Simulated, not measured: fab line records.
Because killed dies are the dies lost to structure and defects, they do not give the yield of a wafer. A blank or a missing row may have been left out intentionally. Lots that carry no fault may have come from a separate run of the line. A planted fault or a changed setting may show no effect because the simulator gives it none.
What tool caused it? | flow berkeley-cmos170 | 6 lots, 18 wafers sampled, at 1 step of a route of 331

== WHAT THE GAUGES READ, wafer by wafer ==
UCB170_PSD_CD_MEAS_06: the cd target is 1200 nm.
lot  | measured     | on        | cd-nm (nm)
L240 | day 6 19:49  | cd-sem-02 | 1198.4 1199.4 1198.5
L249 | day 8 14:26  | cd-sem-02 | 1200.8 1200.5 1200.5
L248 | day 8 14:48  | cd-sem-02 | 1196.8 1197.3 1198.4
L254 | day 9 18:18  | cd-sem-01 | 1200.4 1199.9 1200.9
L258 | day 10 08:25 | cd-sem-01 | 1199.6 1200.5 1200.1
L259 | day 10 11:52 | cd-sem-01 | 1198.2 1199.0 1197.6

== WHICH TOOL RAN EACH LOT (tool, then ch and the chambers of the sampled wafers, then the start) ==
Record: no process step prior to these readings.

== THE ANSWER, worked out from the rows above alone ==
Rule: usual is defined by the lots themselves. Put in order of their means at a reading, lots are off if they are a third of the lots or fewer, leave a main group of 4 or more, and stand apart from it by a gap of 3 or more times the standard deviation of the main group's means; of several such gaps the widest counts. Not used: any main group whose means are identical at the precision the tables above print for the reading. Also off: a lot with no number at a reading for which 4 or more lots have one. The other lots that the step has rows for count as sound.
Nothing can be told from this: no lot is off at any reading shown.

== WHAT HAD BEEN PUT IN BY THE SIMULATOR ==
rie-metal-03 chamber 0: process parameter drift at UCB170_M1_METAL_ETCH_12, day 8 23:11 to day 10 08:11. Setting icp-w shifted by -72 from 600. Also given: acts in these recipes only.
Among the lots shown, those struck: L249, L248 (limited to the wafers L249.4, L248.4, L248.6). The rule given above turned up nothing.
